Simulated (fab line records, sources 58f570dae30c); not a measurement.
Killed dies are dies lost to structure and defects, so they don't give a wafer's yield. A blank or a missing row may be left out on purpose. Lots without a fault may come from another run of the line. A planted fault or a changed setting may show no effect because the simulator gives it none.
Problem report in the 8D (eight disciplines) form, filled by code | flow berkeley_cmos170 | the parts of the form that need people (team, actions taken, sign-off) are left out

1. THE PROBLEM
CONTACT_PSG_THK at UCB170_CONTACT_THK_MEAS_02 reads a mean of 975 nm on 6 wafers of 2 lots; wafers without a fault read 697 nm with a standard deviation of 5.3. That is +52 standard deviations from the usual mean.
First seen on wafer L108.1, day 10 22:35, on film_metro-02. The record holds 39 wafers of 13 lots with a number at this step. Rule for "out", or "out of limits": more than 4 standard deviations from the usual mean. The other wafers with a number count as sound.

2. WHAT IT IS AND WHAT IT IS NOT
question                    | is                           | is not
which readings at this step | CONTACT_PSG_THK              | -
which lots                  | L108, L109                   | L100, L101, L106, L111, L113, L115, L118, L120, L121, L122, L999
which wafers of those lots  | all that have a number       | -
read on which gauges        | film_metro-02, film_metro-04 | film_metro-01
when                        | from day 10 22:35            | up to then (12 sound wafers); but 21 sound wafers of L111, L113, L115, L118, L120, L121, L122 came after

3. SUSPECTS, AND WHAT RULES EACH OUT
Counting: a tool at a process step up to the reading stays a suspect if it ran every lot that is out and no sound lot after the first of them.
- the gauge at UCB170_CONTACT_THK_MEAS_02: ruled out. The wafers that are out were read on 2 gauges (film_metro-02, film_metro-04).
- lpcvd-01 at UCB170_CONTACT_CVD_01 (deposits PSG from SiH4/O2/PH3, target thk 700 nm, time 2820 s): ruled out as a lasting fault. Sound lots L122 ran on it after its first lot that is out, L108 (day 10 19:54).
Left after counting: nothing in the record.

4. THE CAUSE (what the simulator had put in)
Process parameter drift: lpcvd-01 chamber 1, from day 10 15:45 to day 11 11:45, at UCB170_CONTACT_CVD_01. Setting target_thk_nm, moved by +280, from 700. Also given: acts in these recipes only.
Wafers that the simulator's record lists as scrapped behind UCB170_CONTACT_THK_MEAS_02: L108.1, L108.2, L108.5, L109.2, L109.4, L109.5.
Counting ruled it out, wrongly: the rule takes a fault to strike every lot that its tool runs from its start on, and this one did not.

5. THE CHAIN OF EFFECTS, in route order
Each row: a reading whose mean over the struck wafers that have a number lies more than 3 standard deviations from the usual. Only readings for which the record gives a usual standard deviation are gone through. hours: the time from each lot's start at the first step in this table that gives one to its start at this step, as a median over the lots. sigmas: the change in usual standard deviations.
hours | step                       | reading         | usual  | on struck wafers | change | sigmas
0     | UCB170_CONTACT_THK_MEAS_02 | CONTACT_PSG_THK | 697 nm | 975              | +278   | +52

6. WHAT WOULD HAVE CAUGHT IT SOONER
In this record the first reading out of limits at a measuring or inspecting step was taken at day 10 22:35, 7 hours after the fault began at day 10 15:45.
Of the tool readings at UCB170_CONTACT_CVD_01 for which the record gives a usual standard deviation, none was out on any struck wafer, so an alarm limit of 4 standard deviations on them would not have fired.
